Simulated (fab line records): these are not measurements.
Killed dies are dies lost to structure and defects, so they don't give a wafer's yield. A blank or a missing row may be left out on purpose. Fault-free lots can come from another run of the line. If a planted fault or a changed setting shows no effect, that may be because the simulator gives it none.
Problem report in the 8D (eight disciplines) form, filled by code    flow berkeley-cmos170    the parts of the form that need people (team, actions taken, sign-off) are left out

1. WHAT WENT WRONG
Wafers with no fault read 448.1 W with a standard deviation of 1.4, whereas rf-fwd-power-W at UCB170_NWELL_ETCH_13 reads a mean of 519.6 W on 1 wafer of 1 lot. That is +51 standard deviations from the usual mean.
The step: etches Si3N4 in CH3F/Ar/O2, stops on SiO2, target depth 246.4 nm, time 154 s.
Earliest sighting: wafer L994.5 on rie-diel-03 at day 4 22:52. At this step, 39 wafers from 13 lots have a number in the record. By rule, "out" or "out of limits" means more than 4 standard deviations away from the usual mean. The other wafers with a number count as sound.

2. WHAT THIS IS AND IS NOT
question                     is                is not
which readings at this step  rf-fwd-power-W    drypump-motor-current-A, oes-product-au, throttle-valve-pct
which lots                   L994              L100, L102, L103, L104, L982, L984, L985, L986, L987, L990, L998, L999
which wafers of those lots   L994.5            L994.3, L994.6
read on which tools          rie-diel-03       rie-diel-01, rie-diel-02
when                         from day 4 22:52  up to then (20 sound wafers); but 18 sound wafers of L100, L102, L103, L104, L998, L999 came after

3. THE SUSPECTS, EACH WITH WHAT RULES IT OUT
Counting: a tool at a process step up to the reading stays a suspect if it ran every lot that is out. Sound lots after the first of them don't rule it out here, since some wafers of a struck lot are sound.
- rie-diel-03 at UCB170_NWELL_ETCH_13 (etches Si3N4 in CH3F/Ar/O2, stops on SiO2, target depth 246.4 nm, time 154 s): kept. L994, the lot that is out, went through it at day 4 22:52; up to then, the latest sound lot through it was L990 at day 4 05:22. On those wafers its own readings are out: rf-fwd-power-W.
- rie-diel-03, UCB170_NWELL_ETCH_13: wafers that are out in chamber 3, sound lot-mates in chambers 0, 2.
Remaining after the count: rie-diel-03 at UCB170_NWELL_ETCH_13.

4. THE CAUSE (what the simulator had put in)
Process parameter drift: rie-diel-03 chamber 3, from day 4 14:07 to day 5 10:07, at UCB170_NWELL_ETCH_13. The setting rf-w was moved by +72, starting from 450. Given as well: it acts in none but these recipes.
The count eliminated every tool but this one.

5. THE EFFECT CHAIN, in route order
Each row: a reading whose mean over the struck wafers that have a number lies more than 3 standard deviations from the usual. Only readings for which the record gives a usual standard deviation are gone through. hours: the time from each lot's start at the first step in this table that gives one to its start at this step, as a median over the lots. sigmas: the change in usual standard deviations.
hours  step                   reading                   usual    on struck wafers  change  sigmas
0      UCB170_NWELL_ETCH_13   rf-fwd-power-W            448.1 W  519.6             +71.5   +51
0      UCB170_NWELL_STRIP_15  strip-time-to-endpoint-s  18.04 s  17.75             -0.29   -3.7
It contains these process steps:
- UCB170_NWELL_ETCH_13: etches Si3N4 in CH3F/Ar/O2, stops on SiO2, target depth 246.4 nm, time 154 s.
- UCB170_NWELL_STRIP_15: strips in O2.

6. WHAT WOULD HAVE CAUGHT IT SOONER
In this record the first reading out of limits was taken at day 4 22:52, 9 hours after the fault began at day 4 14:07.
